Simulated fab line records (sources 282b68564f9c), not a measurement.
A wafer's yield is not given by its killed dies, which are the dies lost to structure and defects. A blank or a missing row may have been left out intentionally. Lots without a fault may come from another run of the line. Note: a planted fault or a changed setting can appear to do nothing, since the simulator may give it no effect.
fab line records ; flow rit_cmos
record: lots: 14; wafers: 42; last_day: 6
route steps=202 shown GATE@95
lots that met no fault: from a run of the same line without faults
start_h: hours from the record's opening day to when the first of the lot's shown wafers began ; wait_h: hours elapsed since this lot's preceding step ; " repeats the value in the row above ; L1.1+2: several wafers, shown together as one row ; - either no value or no given start ; * or withheld: withheld ; < > ~ a bound
route shown NAME@n: names a module that has steps shown in the file, with the first one's number in the route ; usual: mean and standard deviation over wafers with no fault ; same: alike in all rows ; chamber/n: place in a boat ; sites: readings site by site ; _std_site: their standard deviation ; _edge_site: inner sites' mean taken away from outer sites' mean ; radius_mm: for every site, how far away it sits from the centre of the wafer ; mask NAME#n: copy n ; behind: the tool/chamber that last shaped the wafer ; hold: reason for holding the lot/hours on hold/outcome of the hold ; device: transistor that didn't switch, given as n, p or np ; end of line: tests of these same wafers at the route's end ; step lacking rows: just its recipe ; killed: not the wafer's yield, but the dies lost to structure and defects at the first sort ; map: shows each die of a wafer: x if killed, . if not, _ if none is there
set.NAME: the setting the step ran with; set.NAME@STEP: the setting that earlier step ran with ; model.NAME: the simulator's own value behind a step, which no gauge read
route steps across a sampled set of lots; one table per step, one row per wafer
services: when a tool's chamber went out of use (start_h, in hours from the record's first day, below 0 if earlier), for how many hours, and the reason
== steps ==
step: RIT_GATE_ETCH_19
recipe: chemistry: SF6/CHF3/O2; time_s: 165; SF6_flow_sccm: 30; CHF3_flow_sccm: 30; O2_flow_sccm: 5; target: poly-Si; pressure_mtorr: 40; rf_w: 160; target_depth_a: 3125; over_etch_frac: 0.25; stop_on: SiO2
usual: drypump_motor_current_A: 5.6/0.38; oes_product_au: 0.843/0.013; throttle_valve_pct: 10.26/0.11
same: time_s: 165
lot.wafer;tool;chamber;start_h;wait_h;drypump_motor_current_A;oes_product_au;rf_hours_counter_h;throttle_valve_pct
L430.1;rie_si-02;2;36.54;0.1;5.8;0.843;1;10.40
L430.2;rie_si-02;0;36.54;0.1;5.8;0.858;83;10.23
L430.5;rie_si-02;0;36.54;0.1;5.8;0.858;-;10.22
L433.1;rie_si-01;2;53.48;0.1;6.0;0.854;22;10.06
L433.5;rie_si-01;2;53.48;0.1;6.1;0.859;-;10.06
L433.6;rie_si-01;3;53.48;0.1;5.6;0.848;-;10.31
L434.2;rie_si-02;2;57.49;0.1;5.8;0.846;2;10.41
L434.5;rie_si-02;2;57.49;0.1;5.7;0.846;-;10.42
L434.6;rie_si-02;3;57.49;0.1;5.2;0.834;-;10.25
L435.1;rie_si-01;1;61.70;0.1;5.5;0.833;120;10.35
L435.2;rie_si-01;0;61.70;0.1;4.9;0.841;68;10.24
L435.4;rie_si-01;3;61.70;0.1;5.7;0.831;65;10.30
L437.1;rie_si-01;2;76.36;0.1;6.0;0.868;23;10.06
L437.2;rie_si-01;0;76.36;0.1;4.9;0.862;68;10.26
L437.5;rie_si-01;1;76.36;0.1;5.5;0.832;-;10.36
L438.2;rie_si-02;3;78.56;0.1;5.2;0.845;41;10.27
L438.5;rie_si-02;3;78.56;0.1;5.2;0.846;-;10.27
L438.6;rie_si-02;2;78.56;0.1;5.7;0.853;-;10.41
L439.1;rie_si-01;0;81.90;0.1;4.9;0.856;69;10.27
L439.2;rie_si-01;3;81.90;0.1;5.6;0.838;65;10.31
L439.4;rie_si-01;3;81.90;0.1;5.6;0.849;-;10.30
L440.1;rie_si-02;1;87.83;0.1;6.2;0.829;48;10.09
L440.4;rie_si-02;2;87.83;0.1;5.7;0.840;2;10.42
L440.6;rie_si-02;0;87.83;0.1;5.8;0.850;-;10.21
L441.1;rie_si-01;3;93.31;0.1;5.6;0.841;65;10.30
L441.4;rie_si-01;1;93.31;0.1;5.5;0.826;121;10.36
L441.6;rie_si-01;1;93.31;0.1;5.5;0.814;-;10.35
L442.1;rie_si-02;3;98.34;0.1;5.2;0.844;41;10.26
L442.2;rie_si-02;2;98.34;0.1;5.7;0.841;2;10.44
L442.4;rie_si-02;1;98.34;0.1;6.2;0.836;48;10.06
L443.2;rie_si-01;0;107.11;0.1;4.9;0.859;69;10.26
L443.3;rie_si-01;3;107.11;0.1;5.7;0.852;65;10.31
L443.5;rie_si-01;0;107.11;0.1;4.9;0.847;-;10.25
L444.2;rie_si-02;0;109.32;0.1;5.8;0.843;83;10.23
L444.3;rie_si-02;3;109.32;0.1;5.2;0.834;42;10.25
L444.4;rie_si-02;2;109.32;0.1;5.7;0.829;2;10.41
L447.2;rie_si-01;0;126.31;0.1;4.9;0.821;69;10.25
L447.3;rie_si-01;2;126.31;0.1;6.0;0.813;23;10.06
L447.5;rie_si-01;2;126.31;0.1;6.0;0.826;-;10.07
L449.1;rie_si-01;1;133.82;0.1;5.5;0.769;121;10.36
L449.3;rie_si-01;0;133.82;0.1;4.9;0.829;69;10.26
L449.5;rie_si-01;0;133.82;0.1;4.9;0.832;-;10.26
== services ==
tool;chamber;start_h;hours;kind
rie_si-02;1;26.75;43.1;repair
rie_si-02;2;28.32;7.6;repair
rie_si-02;0;80.78;2.1;repair
rie_si-01;2;81.52;6.8;repair
rie_si-01;0;110.61;3.7;repair
== key ==
first_sign: step: RIT_GATE_ETCH_19; reading: oes_product_au; direction: down; sigmas: 2.1; usual: 0.843; struck: 0.815
effect none on later readings
met_at RIT_GATE_ETCH_19
struck_lots L447,L449
later_rows_left_out L447.2,L447.3,L447.5,L449.1,L449.3,L449.5
sort_left_out L447.2,L447.3,L447.5,L449.1,L449.3,L449.5
tester_left_out L447,L449
onset_between 107.11 126.31
also_fits time
fault: kind: process_parameter_drift; tool: rie_si-01; chamber: -; onset_h: 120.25; steps: RIT_GATE_ETCH_19; channel: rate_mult; offset: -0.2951; shape: step; end_h: 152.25
tester_left_out: of these lots the tester's yield and bins aren't shown, on N5 and GAA mostly nor the transistor test; their killed dies are dies lost to structure and defects alone, not to doping, threshold or leakage, so they don't give the yield
sort_left_out: the simulated sort isn't trusted on such a fault, so these wafers' sort isn't shown, and their yield isn't known
later_rows_left_out: the simulator's readings of these wafers behind a module that went badly wrong aren't trusted and aren't shown, but for the sort
